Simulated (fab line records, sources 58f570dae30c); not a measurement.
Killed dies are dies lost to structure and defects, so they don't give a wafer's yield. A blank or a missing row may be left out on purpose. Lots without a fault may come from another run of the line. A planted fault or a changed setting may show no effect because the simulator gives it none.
fab line records | flow berkeley_cmos170
record lots=5 wafers=23
route steps=331 shown NSD@190 BACKSIDE@202 SDANNEAL@204 PSD@206 SILICIDE@211 M1@242 V1@254 M2@272 M3@322
start_h: hours from the record's first day to the start of the lot's first wafer shown | wait_h: hours since the lot's step before | " the same as in the row above | L1.1+2: a row that stands for several wafers | - no value, or no start given | * or withheld: withheld | < > ~ a bound
route shown NAME@n: a module of which the file shows steps, and the number in the route of the first | usual: mean/standard deviation of fault-free wafers | same: alike in all rows | chamber/n: place in a boat | sites: the reading at each site | _std_site: their standard deviation | _edge_site: outer sites' mean less inner sites' | radius_mm: how far each site lies from the wafer's centre | mask NAME#n: copy n | behind: the tool/chamber that last shaped the wafer | hold: why the lot was held/for how many hours/how that ended | device: the transistor (n, p or np) that didn't switch | end of line: the same wafers' tests at the end of the route | a step without rows: its recipe alone | killed: dies lost to structure and defects at the first sort, not the wafer's yield | map: a wafer's dies, x killed, . not, _ none there
set.NAME: the setting as run; set.NAME@STEP: as run at that earlier step | model.NAME: the simulator's own value behind a step, which no gauge read
lots whose settings were changed on purpose; a table a step, a row a wafer
## steps
# step UCB170_NSD_EXPOSE_03
# recipe mask_id=NSELECT_MOD na=0.5 sigma_outer=0.6 source_shape=conventional target_cd_nm=1200 dose_mj=30
# columns lot.wafer tool chamber start_h wait_h mask set.dose_mj
L074.1+2+4 krf_scanner-02 0 119.91 0.1 NSELECT_MOD#0 30
L074.3+5 " 0 " " NSELECT_MOD#0 29.27
L076.1+2+5 krf_scanner-02 0 134.27 0.2 NSELECT_MOD#0 31.33
L076.3+6 " 0 " " NSELECT_MOD#0 30
L079.1+5+6 krf_scanner-01 0 152.15 0.2 NSELECT_MOD#0 30
L079.2+3 " 0 " " NSELECT_MOD#0 28.07
L082.2+5 krf_scanner-01 0 167.39 0.4 NSELECT_MOD#0 27.87
L082.3+4+6 " 0 " " NSELECT_MOD#0 30
L083.3+5+6 krf_scanner-02 0 178.49 0.1 NSELECT_MOD#0 30
# step UCB170_NSD_PEB_04
# recipe peb_temp_c=130.9 peb_time_s=withheld resist=KrF
# step UCB170_NSD_DEVELOP_05
# recipe developer=TMAH develop_time_s=45 resist=KrF dev_temp_c=21
# step UCB170_NSD_CD_MEAS_06
# recipe target_cd_nm=1200
# usual cd_nm=1199.8/1.6
# columns lot.wafer tool chamber start_h wait_h set.dose_mj@NSD_EXPOSE_03 cd_nm
L074.1 cd_sem-02 - 120.62 - 30 1202.6
L074.2 " - " " 30 1202.3
L074.3 " - " " 29.27 1195.8
L074.4 " - " " 30 1201.3
L074.5 " - " " 29.27 1197.2
L076.1 cd_sem-01 - 134.66 - 31.33 1207.3
L076.2 " - " " 31.33 1207.3
L076.3 " - " " 30 1200.0
L076.5 " - " " 31.33 1208.2
L076.6 " - " " 30 1200.4
L079.1 cd_sem-01 - 152.55 - 30 1197.8
L079.2 " - " " 28.07 1183.9
L079.3 " - " " 28.07 1186.7
L079.5 " - " " 30 1197.7
L079.6 " - " " 30 1197.6
L082.2 cd_sem-01 - 168.19 - 27.87 1184.7
L082.3 " - " " 30 1197.2
L082.4 " - " " 30 1198.4
L082.5 " - " " 27.87 1185.2
L082.6 " - " " 30 1197.9
L083.3 cd_sem-01 - 179.21 - 30 1200.4
L083.5 " - " " 30 1198.2
L083.6 " - " " 30 1201.0
# step UCB170_BACKSIDE_STRIP_03
# recipe chemistry=O2 power_w=400 pressure_mtorr=3500 platen_temp_c=withheld o2_flow_sccm=400 overash_fraction=0.5
# usual oes_product_au=0.735/0.004 strip_time_to_endpoint_s=21.98/0.055
# columns lot.wafer tool chamber start_h wait_h set.power_w oes_product_au strip_time_to_endpoint_s
L074.1 plasma_asher-01 0 121.87 0.1 400 0.737 21.99
L074.2 " 1 " " 366.4 0.704 23.52
L074.3 " 0 " " 400 0.732 21.97
L074.4 " 1 " " 400 0.734 21.98
L074.5 " 1 " " 366.4 0.701 23.59
L076.1 plasma_asher-01 1 135.96 0.1 444.3 0.768 20.35
L076.2 " 0 " " 444.3 0.774 20.31
L076.3 " 0 " " 444.3 0.779 20.27
L076.5 " 0 " " 400 0.746 22.02
L076.6 " 1 " " 400 0.734 22.04
L079.1 plasma_asher-04 1 153.68 0.1 400 0.737 21.89
L079.2 " 0 " " 400 0.726 21.92
L079.3 " 0 " " 400 0.736 21.98
L079.5 " 1 " " 400 0.729 21.97
L079.6 " 0 " " 400 0.734 21.88
L082.2 plasma_asher-02 1 169.50 0.1 400 0.737 22.04
L082.3 " 1 " " 400 0.734 22.01
L082.4 " 0 " " 400 0.741 22.03
L082.5 " 1 " " 400 0.734 22.07
L082.6 " 0 " " 400 0.737 21.96
L083.3 plasma_asher-01 1 180.57 0.1 400 0.735 21.88
L083.5 " 1 " " 400 0.729 21.97
L083.6 " 0 " " 400 0.732 21.95
# step UCB170_BACKSIDE_CLEAN_04
# recipe chemistry=SPM temp_c=120 time_s=600
# step UCB170_SDANNEAL_RTA_00
# recipe temp_c=900 time_s=10 ambient=N2
# step UCB170_SDANNEAL_RTA_01
# recipe temp_c=1050 time_s=5 ambient=N2
# step UCB170_SDANNEAL_RS_MEAS_02
# recipe thk_meas_gauge=four-point-probe
# usual PSD_RS=75.5/0.33
# columns lot.wafer tool chamber start_h wait_h set.dose_cm2@PSD_IMPLANT_08 PSD_RS[ohm/sq]
L074.1 film_metro-01 - 122.42 0.0 3e+15 76.2
L074.2 " - " " 3e+15 76.4
L074.3 " - " " 3e+15 76.3
L074.4 " - " " 2.884e+15 77.8
L074.5 " - " " 2.884e+15 78.1
L076.1 film_metro-01 - 136.36 0.0 3e+15 75.7
L076.2 " - " " 2.804e+15 79.3
L076.3 " - " " 3e+15 75.9
L076.5 " - " " 2.804e+15 79.6
L076.6 " - " " 2.804e+15 79.9
L079.1 film_metro-02 - 154.08 0.0 2.928e+15 76.9
L079.2 " - " " 2.928e+15 77.1
L079.3 " - " " 3e+15 75.4
L079.5 " - " " 2.928e+15 76.9
L079.6 " - " " 3e+15 75.7
L082.2 film_metro-01 - 170.06 0.1 3e+15 75.2
L082.3 " - " " 3e+15 75.6
L082.4 " - " " 3e+15 75.4
L082.5 " - " " 3.215e+15 71.4
L082.6 " - " " 3.215e+15 71.6
L083.3 film_metro-04 - 181.10 0.1 3e+15 75.2
L083.5 " - " " 3e+15 75.1
L083.6 " - " " 3e+15 75.1
# step UCB170_SILICIDE_SPUTTER_01
# recipe material=Ti target_thk_nm=30 time_s=25 power_w=1500 chamber_pressure_pa=0.5
# columns lot.wafer tool chamber start_h wait_h set.chamber_pressure_pa model.Ti_of_SILICIDE_SPUTTER_01.thk_nm
L074.1 pvd_sputter-03 - 122.96 0.0 0.55 29.22
L074.2 " - " " 0.55 28.92
L074.3 " - " " 0.55 29.29
L074.4 " - " " 0.55 28.95
L074.5 " - " " 0.55 29.15
L076.1 pvd_sputter-02 - 136.91 0.0 0.4355 30.19
L076.2 " - " " 0.4355 30.74
L076.3 " - " " 0.4355 30.23
L076.5 " - " " 0.4355 30.58
L076.6 " - " " 0.4355 30.38
L079.1 pvd_sputter-02 - 154.62 0.0 0.5 29.96
L079.2 " - " " 0.5 29.99
L079.3 " - " " 0.5 30.34
L079.5 " - " " 0.5 29.91
L079.6 " - " " 0.5 29.94
L082.2 pvd_sputter-02 - 170.59 0.0 0.4611 30.21
L082.3 " - " " 0.4611 30.84
L082.4 " - " " 0.4611 30.54
L082.5 " - " " 0.4611 30.9
L082.6 " - " " 0.4611 30.39
L083.3 pvd_sputter-02 - 181.61 0.0 0.5 30.21
L083.5 " - " " 0.5 29.9
L083.6 " - " " 0.5 29.98
# step UCB170_M1_COAT_04
# recipe resist=KrF spin_rpm=1500 resist_thk_nm=900
# columns lot.wafer tool chamber start_h wait_h set.resist_thk_nm model.KrF_of_M1_COAT_04.thk_nm
L074.1 litho_track-02 0 - - 900 902.1
L074.2+4 " 0 " " 932.1 928.9
L074.3 " 0 " " 900 896.5
L074.5 " 0 " " 900 896.4
L076.1 litho_track-03 0 - - 900 899.4
L076.2 " 0 " " 849.4 847.7
L076.3 " 0 " " 849.4 851
L076.5 " 0 " " 900 902.8
L076.6 " 0 " " 900 900.5
L079.1 litho_track-02 0 - - 900 899.5
L079.2 " 0 " " 900 899
L079.3 " 0 " " 900 900.9
L079.5 " 0 " " 900 898
L079.6 " 0 " " 900 894.8
L082.2 litho_track-03 0 - - 953.2 953.9
L082.3 " 0 " " 953.2 950
L082.4 " 0 " " 900 900.9
L082.5 " 0 " " 900 901.2
L082.6 " 0 " " 953.2 953.8
L083.3 litho_track-02 0 - - 900 896.3
L083.5 " 0 " " 900 899.4
L083.6 " 0 " " 900 896.9
# step UCB170_M1_SOFTBAKE_05
# recipe resist=KrF temp_c=130 time_s=60
# step UCB170_M1_EXPOSE_06
# recipe mask_id=METAL1 target_cd_nm=700 na=0.5 sigma_outer=0.6 source_shape=conventional dose_mj=21
# step UCB170_M1_ETCH_11
# recipe chemistry=N2/H2 target_depth_a=withheld overetch_a=withheld target=BARC time_s=withheld source_w=500 bias_w=100 pressure_mtorr=30 n2_flow_sccm=100 h2_flow_sccm=200
# step UCB170_M1_METAL_ETCH_12
# recipe chemistry=Cl2/BCl3 target=Al stop_on=PSG pressure_mtorr=12 target_depth_a=7800 over_etch_frac=0.3 time_s=130 icp_w=600 bias_w=120 Cl2_flow_sccm=90 bcl3_flow_sccm=45
# columns lot.wafer tool chamber start_h wait_h set.resist_thk_nm@M1_COAT_04 model.KrF_of_M1_COAT_04.thk_nm
L074.1 rie_metal-04 1 129.41 - 900 439.2
L074.2 " 0 " " 932.1 467
L074.3 " 1 " " 900 433
L074.4 " 0 " " 932.1 464.6
L074.5 " 1 " " 900 434.2
L076.1 rie_metal-03 1 144.31 - 900 434.8
L076.2 " 0 " " 849.4 402.1
L076.3 " 0 " " 849.4 403.9
L076.5 " 0 " " 900 456.4
L076.6 " 1 " " 900 433.4
L079.1 rie_metal-04 1 162.80 - 900 435.4
L079.2 " 1 " " 900 434.8
L079.3 " 1 " " 900 433.9
L079.5 " 1 " " 900 429.8
L079.6 " 1 " " 900 431.3
L082.2 rie_metal-03 1 180.77 - 953.2 493.2
L082.3 " 1 " " 953.2 490.8
L082.4 " 0 " " 900 457.3
L082.5 " 1 " " 900 437.6
L082.6 " 0 " " 953.2 508.4
L083.3 rie_metal-01 0 188.70 - 900 423.1
L083.5 " 1 " " 900 430.4
L083.6 " 0 " " 900 428.2
# step UCB170_V1_CVD_00
# recipe material=SiO2 target_thk_nm=2000 temp_c=390 precursor=TEOS/O2 time_s=250 rf_w=550 pressure_mtorr=9000
# columns lot.wafer tool chamber start_h wait_h set.time_s model.SiO2_of_V1_CVD_00.thk_nm
L074.1 pecvd-03 1 133.73 0.0 227.3 1784
L074.2 " 0 " " 250 1972
L074.3 " 2 " " 250 1971
L074.4 " 2 " " 227.3 1843
L074.5 " 0 " " 227.3 1822
L076.1 pecvd-04 0 146.12 0.0 223.9 1767
L076.2 " 1 " " 250 1979
L076.3 " 2 " " 223.9 1787
L076.5 " 2 " " 250 2021
L076.6 " 0 " " 250 2006
L079.1 pecvd-02 2 166.26 0.0 250 1990
L079.2 " 1 " " 250 2005
L079.3 " 0 " " 261.3 2061
L079.5 " 2 " " 261.3 2115
L079.6 " 0 " " 261.3 2084
L082.2 pecvd-02 0 187.39 0.0 277.9 2208
L082.3 " 1 " " 277.9 2201
L082.4 " 0 " " 250 2021
L082.5 " 2 " " 250 2041
L082.6 " 1 " " 250 1996
L083.3 pecvd-02 2 191.68 0.0 250 1988
L083.5 " 2 " " 250 2019
L083.6 " 0 " " 250 2014
# step UCB170_V1_THK_MEAS_01
# recipe reads=SiO2_of_V1_CVD_00
# usual V1_TEOS_THK=1997/29
# columns lot.wafer tool chamber start_h wait_h set.time_s@V1_CVD_00 V1_TEOS_THK[nm]
L074.1 film_metro-03 - 133.89 0.1 227.3 1785
L074.2 " - " " 250 1973
L074.3 " - " " 250 1970
L074.4 " - " " 227.3 1844
L074.5 " - " " 227.3 1820
L076.1 film_metro-03 - 146.27 0.1 223.9 1768
L076.2 " - " " 250 1980
L076.3 " - " " 223.9 1785
L076.5 " - " " 250 2019
L076.6 " - " " 250 2007
L079.1 film_metro-03 - 166.42 0.1 250 1992
L079.2 " - " " 250 2005
L079.3 " - " " 261.3 2059
L079.5 " - " " 261.3 2115
L079.6 " - " " 261.3 2084
L082.2 film_metro-03 - 187.56 0.1 277.9 2207
L082.3 " - " " 277.9 2202
L082.4 " - " " 250 2020
L082.5 " - " " 250 2042
L082.6 " - " " 250 1995
L083.3 film_metro-01 - 191.86 0.1 250 1988
L083.5 " - " " 250 2019
L083.6 " - " " 250 2012
# step UCB170_M2_SPUTTER_01
# recipe material=Al target_thk_nm=900 time_s=120 power_w=6000 chamber_pressure_pa=0.5
# columns lot.wafer tool chamber start_h wait_h set.chamber_pressure_pa model.Al_of_M2_SPUTTER_01.thk_nm
L074.1 pvd_sputter-02 - 136.40 0.0 0.5276 872.5
L074.2 " - " " 0.5276 886.3
L074.3 " - " " 0.5276 883.2
L074.4 " - " " 0.5276 872
L074.5 " - " " 0.5276 884.3
L076.1 pvd_sputter-02 - 149.15 0.0 0.5543 871.1
L076.2 " - " " 0.5543 864.2
L076.3 " - " " 0.5543 874.4
L076.5 " - " " 0.5543 875.7
L076.6 " - " " 0.5543 870.1
L079.1 pvd_sputter-02 - 169.13 0.0 0.4447 923.2
L079.2 " - " " 0.4447 917.4
L079.3 " - " " 0.4447 922.6
L079.5 " - " " 0.4447 918.9
L079.6 " - " " 0.4447 924.4
L082.2+6 pvd_sputter-01 - 189.73 0.0 0.5368 890
L082.3 " - " " 0.5368 885.4
L082.4 " - " " 0.5368 897.3
L082.5 " - " " 0.5368 897
L083.3 pvd_sputter-03 - 194.35 0.0 0.5 899.8
L083.5 " - " " 0.5 893.1
L083.6 " - " " 0.5 897.6
# step UCB170_M2_PEB_13
# recipe peb_temp_c=130 peb_time_s=withheld resist=KrF
# columns lot.wafer tool chamber start_h wait_h set.peb_temp_c
L074.1+2+3 litho_track-02 0 138.11 0.1 130
L074.4+5 " 0 " " 132.4
L076.1+3+5 litho_track-04 0 150.83 0.1 131.9
L076.2+6 " 0 " " 130
L079.1+2+3 litho_track-04 0 170.93 0.1 128.4
L079.5+6 " 0 " " 130
L082.2+3+4+5+6 litho_track-01 0 191.76 0.4 130
L083.3+5+6 litho_track-01 0 196.33 0.1 130
# step UCB170_M2_DEVELOP_14
# recipe developer=TMAH develop_time_s=45 resist=KrF dev_temp_c=21
# step UCB170_M2_CD_MEAS_15
# recipe target_cd_nm=700
# usual cd_nm=699.7/0.85
# columns lot.wafer tool chamber start_h wait_h set.peb_temp_c@M2_PEB_13 cd_nm
L074.1 cd_sem-02 - 138.38 - 130 699.9
L074.2 " - " " 130 700.6
L074.3 " - " " 130 699.3
L074.4 " - " " 132.4 685.6
L074.5 " - " " 132.4 686.2
L076.1 cd_sem-02 - 151.10 - 131.9 688.3
L076.2 " - " " 130 701.1
L076.3 " - " " 131.9 688.5
L076.5 " - " " 131.9 688.1
L076.6 " - " " 130 699.9
L079.1 cd_sem-01 - 171.21 - 128.4 711.5
L079.2 " - " " 128.4 709.4
L079.3 " - " " 128.4 710.5
L079.5 " - " " 130 698.7
L079.6 " - " " 130 699.0
L082.2 cd_sem-02 - 192.03 - 130 700.5
L082.3 " - " " 130 701.3
L082.4 " - " " 130 699.7
L082.5 " - " " 130 700.9
L082.6 " - " " 130 700.0
L083.3 cd_sem-01 - 196.59 - 130 699.7
L083.5 " - " " 130 700.9
L083.6 " - " " 130 700.3
# step UCB170_M3_PEB_13
# recipe peb_temp_c=130 peb_time_s=withheld resist=KrF
# columns lot.wafer tool chamber start_h wait_h set.peb_temp_c
L074.1+4+5 litho_track-04 0 146.38 0.1 130
L074.2+3 " 0 " " 128.9
L076.1+2+3+5+6 litho_track-02 0 156.58 0.1 130
L079.1+2 litho_track-04 0 176.46 0.4 127.2
L079.3+5+6 " 0 " " 130
L082.2+4+6 litho_track-02 0 197.70 0.1 131.7
L082.3+5 " 0 " " 130
L083.3+5+6 litho_track-03 0 201.78 0.1 130
# step UCB170_M3_DEVELOP_14
# recipe developer=TMAH develop_time_s=45 resist=KrF dev_temp_c=21
# step UCB170_M3_CD_MEAS_15
# recipe target_cd_nm=700
# usual cd_nm=700.0/1.1
# columns lot.wafer tool chamber start_h wait_h set.peb_temp_c@M3_PEB_13 cd_nm
L074.1 cd_sem-02 - 146.66 - 130 700.8
L074.2 " - " " 128.9 708.4
L074.3 " - " " 128.9 708.9
L074.4 " - " " 130 701.9
L074.5 " - " " 130 700.4
L076.1 cd_sem-01 - 156.88 - 130 701.1
L076.2 " - " " 130 702.7
L076.3 " - " " 130 700.6
L076.5 " - " " 130 700.3
L076.6 " - " " 130 701.0
L079.1 cd_sem-02 - 176.74 - 127.2 720.7
L079.2 " - " " 127.2 722.0
L079.3 " - " " 130 700.2
L079.5 " - " " 130 700.8
L079.6 " - " " 130 700.3
L082.2 cd_sem-02 - 197.97 - 131.7 687.5
L082.3 " - " " 130 700.3
L082.4 " - " " 131.7 689.3
L082.5 " - " " 130 699.6
L082.6 " - " " 131.7 689.5
L083.3 cd_sem-02 - 202.05 - 130 699.6
L083.5 " - " " 130 700.4
L083.6 " - " " 130 699.6
# step UCB170_M3_ETCH_17
# recipe chemistry=N2/H2 target_depth_a=withheld overetch_a=withheld target=BARC time_s=withheld source_w=500 bias_w=100 pressure_mtorr=30 n2_flow_sccm=100 h2_flow_sccm=200
# usual oes_product_au=1.009/0.018
# columns lot.wafer tool chamber start_h wait_h set.source_w set.peb_temp_c@M3_PEB_13 oes_product_au model.M3.cd_nm
L074.1 rie_diel-04 2 146.81 0.0 500 130 0.994 701.4
L074.2 " 1 " " 500 128.9 0.994 709.4
L074.3 " 0 " " 500 128.9 1.011 708.8
L074.4 " 3 " " 500 130 0.984 701.3
L074.5 " 1 " " 500 130 0.997 701.3
L076.1 rie_diel-02 0 157.04 0.0 500 130 1.009 701.4
L076.2 " 2 " " 448.7 130 0.971 703.3
L076.3 " 3 " " 448.7 130 0.976 701.4
L076.5 " 1 " " 500 130 1.033 700.8
L076.6 " 0 " " 500 130 1.015 700.5
L079.1 rie_diel-04 1 176.89 0.0 500 127.2 1.004 721.9
L079.2 " 0 " " 522.6 127.2 1.046 721.3
L079.3 " 2 " " 500 130 1.006 699.6
L079.5 " 0 " " 522.6 130 1.060 700.1
L079.6 " 1 " " 522.6 130 1.025 700.2
L082.2 rie_diel-04 2 198.11 0.0 534.4 131.7 1.028 686.5
L082.3 " 3 " " 500 130 0.974 698.4
L082.4 " 0 " " 534.4 131.7 1.051 687.8
L082.5 " 1 " " 500 130 0.992 699.9
L082.6 " 2 " " 500 131.7 0.988 689.1
L083.3 rie_diel-04 3 202.16 0.0 500 130 0.987 697.9
L083.5 " 2 " " 500 130 0.988 699.9
L083.6 " 3 " " 500 130 0.989 698.3
# step UCB170_M3_METAL_ETCH_18
# recipe chemistry=Cl2/BCl3 target=Al stop_on=SiO2 pressure_mtorr=12 target_depth_a=11700 over_etch_frac=0.3 time_s=189.5 icp_w=600 bias_w=120 Cl2_flow_sccm=90 bcl3_flow_sccm=45
# columns lot.wafer tool chamber start_h wait_h set.peb_temp_c@M3_PEB_13 model.M3.cd_nm
L074.1 rie_metal-02 1 146.86 - 130 697.4
L074.2 " 0 " " 128.9 712.4
L074.3 " 1 " " 128.9 703.3
L074.4 " 0 " " 130 704
L074.5 " 1 " " 130 697.9
L076.1 rie_metal-02 1 157.08 - 130 700.8
L076.2 " 0 " " 130 710.1
L076.3 " 0 " " 130 705.9
L076.5 " 0 " " 130 705.2
L076.6 " 1 " " 130 697.7
L079.1 rie_metal-01 1 176.93 - 127.2 722.5
L079.2 " 0 " " 127.2 718.3
L079.3+6 " 1 " " 130 702.6
L079.5 " 0 " " 130 698.9
L082.2 rie_metal-03 1 198.15 - 131.7 689.7
L082.3 " 1 " " 130 702.4
L082.4 " 0 " " 131.7 694.6
L082.5 " 0 " " 130 706
L082.6 " 1 " " 131.7 692.9
L083.3 rie_metal-01 1 202.27 - 130 702.5
L083.5 " 1 " " 130 700.6
L083.6 " 0 " " 130 698
# step UCB170_M3_STRIP_19
# recipe chemistry=O2 power_w=400 pressure_mtorr=3500 platen_temp_c=withheld o2_flow_sccm=400 overash_fraction=0.5
# step UCB170_M3_CD_MEAS_90
# recipe target_cd_nm=700
# usual cd_nm=701.6/3
# columns lot.wafer tool chamber start_h wait_h set.peb_temp_c@M3_PEB_13 cd_nm
L074.1 cd_sem-02 - 147.14 0.1 130 697.8
L074.2 " - " " 128.9 712.7
L074.3 " - " " 128.9 703.3
L074.4 " - " " 130 704.2
L074.5 " - " " 130 698.1
L076.1 cd_sem-02 - 157.37 0.1 130 700.7
L076.2 " - " " 130 710.1
L076.3 " - " " 130 705.8
L076.5 " - " " 130 705.1
L076.6 " - " " 130 697.3
L079.1 cd_sem-01 - 177.22 0.1 127.2 722.3
L079.2 " - " " 127.2 718.1
L079.3 " - " " 130 702.8
L079.5 " - " " 130 698.6
L079.6 " - " " 130 702.5
L082.2 cd_sem-01 - 198.46 0.1 131.7 689.8
L082.3 " - " " 130 702.1
L082.4 " - " " 131.7 694.9
L082.5 " - " " 130 706.2
L082.6 " - " " 131.7 692.7
L083.3 cd_sem-02 - 202.53 0.1 130 702.5
L083.5 " - " " 130 700.4
L083.6 " - " " 130 697.8
## key
split step=UCB170_NSD_EXPOSE_03 setting=dose_mj stated=30 by=wafer
response step=UCB170_NSD_CD_MEAS_06 reading=cd_nm change=+1.85 per=1% r=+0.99
split step=UCB170_BACKSIDE_STRIP_03 setting=power_w stated=400 by=wafer
response step=UCB170_BACKSIDE_STRIP_03 reading=oes_product_au change=+0.00333 per=1% r=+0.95
response step=UCB170_BACKSIDE_STRIP_03 reading=strip_time_to_endpoint_s change=* per=1% r=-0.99
split step=UCB170_SILICIDE_SPUTTER_01 setting=chamber_pressure_pa stated=0.5 by=lot
response step=UCB170_SILICIDE_SPUTTER_01 reading=model.Ti_of_SILICIDE_SPUTTER_01.thk_nm change=-0.0614 per=1% r=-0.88
split step=UCB170_M1_COAT_04 setting=resist_thk_nm stated=900 by=wafer
response step=UCB170_M1_COAT_04 reading=model.KrF_of_M1_COAT_04.thk_nm change=+8.88 per=1% r=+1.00
response step=UCB170_M1_METAL_ETCH_12 reading=model.KrF_of_M1_COAT_04.thk_nm change=+7.82 per=1% r=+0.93
split step=UCB170_V1_CVD_00 setting=time_s stated=250 by=wafer
response step=UCB170_V1_CVD_00 reading=model.SiO2_of_V1_CVD_00.thk_nm change=+18.5 per=1% r=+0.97
response step=UCB170_V1_THK_MEAS_01 reading=V1_TEOS_THK change=+18.5 per=1% r=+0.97
split step=UCB170_M2_SPUTTER_01 setting=chamber_pressure_pa stated=0.5 by=lot
response step=UCB170_M2_SPUTTER_01 reading=model.Al_of_M2_SPUTTER_01.thk_nm change=-2.13 per=1% r=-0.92
split step=UCB170_M2_PEB_13 setting=peb_temp_c stated=130 by=wafer
response step=UCB170_M2_CD_MEAS_15 reading=cd_nm change=-8.2 per=1% r=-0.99
split step=UCB170_M3_PEB_13 setting=peb_temp_c stated=130 by=wafer
response step=UCB170_M3_CD_MEAS_15 reading=cd_nm change=-9.35 per=1% r=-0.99
response step=UCB170_M3_ETCH_17 reading=model.M3.cd_nm change=-9.63 per=1% r=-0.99
response step=UCB170_M3_METAL_ETCH_18 reading=model.M3.cd_nm change=-8.95 per=1% r=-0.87
response step=UCB170_M3_CD_MEAS_90 reading=cd_nm change=-8.88 per=1% r=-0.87
split step=UCB170_M3_ETCH_17 setting=source_w stated=500 by=wafer
response step=UCB170_M3_ETCH_17 reading=oes_product_au change=+0.0059 per=1% r=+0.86
split outside_this_file step=UCB170_PSD_IMPLANT_08 setting=dose_cm2
# split outside_this_file: this setting was split too, and the file shows its column; the key of that split is in another file
